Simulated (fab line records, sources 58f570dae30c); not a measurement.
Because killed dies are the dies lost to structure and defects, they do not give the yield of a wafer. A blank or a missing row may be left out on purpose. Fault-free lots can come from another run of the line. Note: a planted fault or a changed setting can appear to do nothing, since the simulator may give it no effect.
What tool caused it? || flow berkeleyCmos170 || 7 lots, 21 wafers sampled, at 2 steps of a route of 331

## WHAT THE GAUGES SHOWED, per wafer
UCB170_CONTACT_CD_MEAS_15: the cd target is 700 nm.
{"lot": "L344", "measured": "day 7 21:21", "on": "cdSem-02", "cdNm (nm)": "700.7 701.1 700.9"}
{"lot": "L343", "measured": "day 7 23:16", "on": "cdSem-02", "cdNm (nm)": "699.1 698.6 699.8"}
{"lot": "L348", "measured": "day 8 10:56", "on": "cdSem-01", "cdNm (nm)": "700.2 700.0 700.2"}
{"lot": "L351", "measured": "day 8 11:16", "on": "cdSem-01", "cdNm (nm)": "701.5 700.8 699.4"}
{"lot": "L352", "measured": "day 9 08:43", "on": "cdSem-01", "cdNm (nm)": "702.7 700.8 702.4"}
{"lot": "L360", "measured": "day 10 19:59", "on": "cdSem-02", "cdNm (nm)": "700.5 701.1 699.9"}
{"lot": "L365", "measured": "day 12 03:04", "on": "cdSem-02", "cdNm (nm)": "701.5 699.5 700.5"}

## TOOL THAT RAN EACH LOT (tool first, then ch and the chambers of the sampled wafers, then the start)
{"lot": "L344", "UCB170_CONTACT_RTA_08": "rtpAnneal-01 ch 0, day 7 19:45"}
{"lot": "L343", "UCB170_CONTACT_RTA_08": "rtpAnneal-02 ch 0, day 7 21:28"}
{"lot": "L348", "UCB170_CONTACT_RTA_08": "rtpAnneal-01 ch 0, day 8 09:31"}
{"lot": "L351", "UCB170_CONTACT_RTA_08": "rtpAnneal-02 ch 0, day 8 10:06"}
{"lot": "L352", "UCB170_CONTACT_RTA_08": "rtpAnneal-01 ch 0, day 9 07:26"}
{"lot": "L360", "UCB170_CONTACT_RTA_08": "rtpAnneal-01 ch 0, day 10 19:04"}
{"lot": "L365", "UCB170_CONTACT_RTA_08": "rtpAnneal-02 ch 0, day 12 01:44"}
- UCB170_CONTACT_RTA_08: time 10 s.

## THE ANSWER, worked out from the rows above alone
Rule: the lots themselves supply what counts as usual. The widest of any qualifying gaps counts: lots, ordered by their means at a reading, are off when they make up no more than a third of the lots, leave a main group of 4 or more, and stand apart from it by 3 or more times the standard deviation of that group's means. If all means in a main group match to the digits the tables above print for the reading, that group is not used. A lot without any number at a reading at which 4 lots or more have one is off too. All remaining lots with rows at the step are treated as sound.
None of the lots is off at any reading shown; this tells nothing.

## WHAT THE SIMULATOR HAD INSERTED
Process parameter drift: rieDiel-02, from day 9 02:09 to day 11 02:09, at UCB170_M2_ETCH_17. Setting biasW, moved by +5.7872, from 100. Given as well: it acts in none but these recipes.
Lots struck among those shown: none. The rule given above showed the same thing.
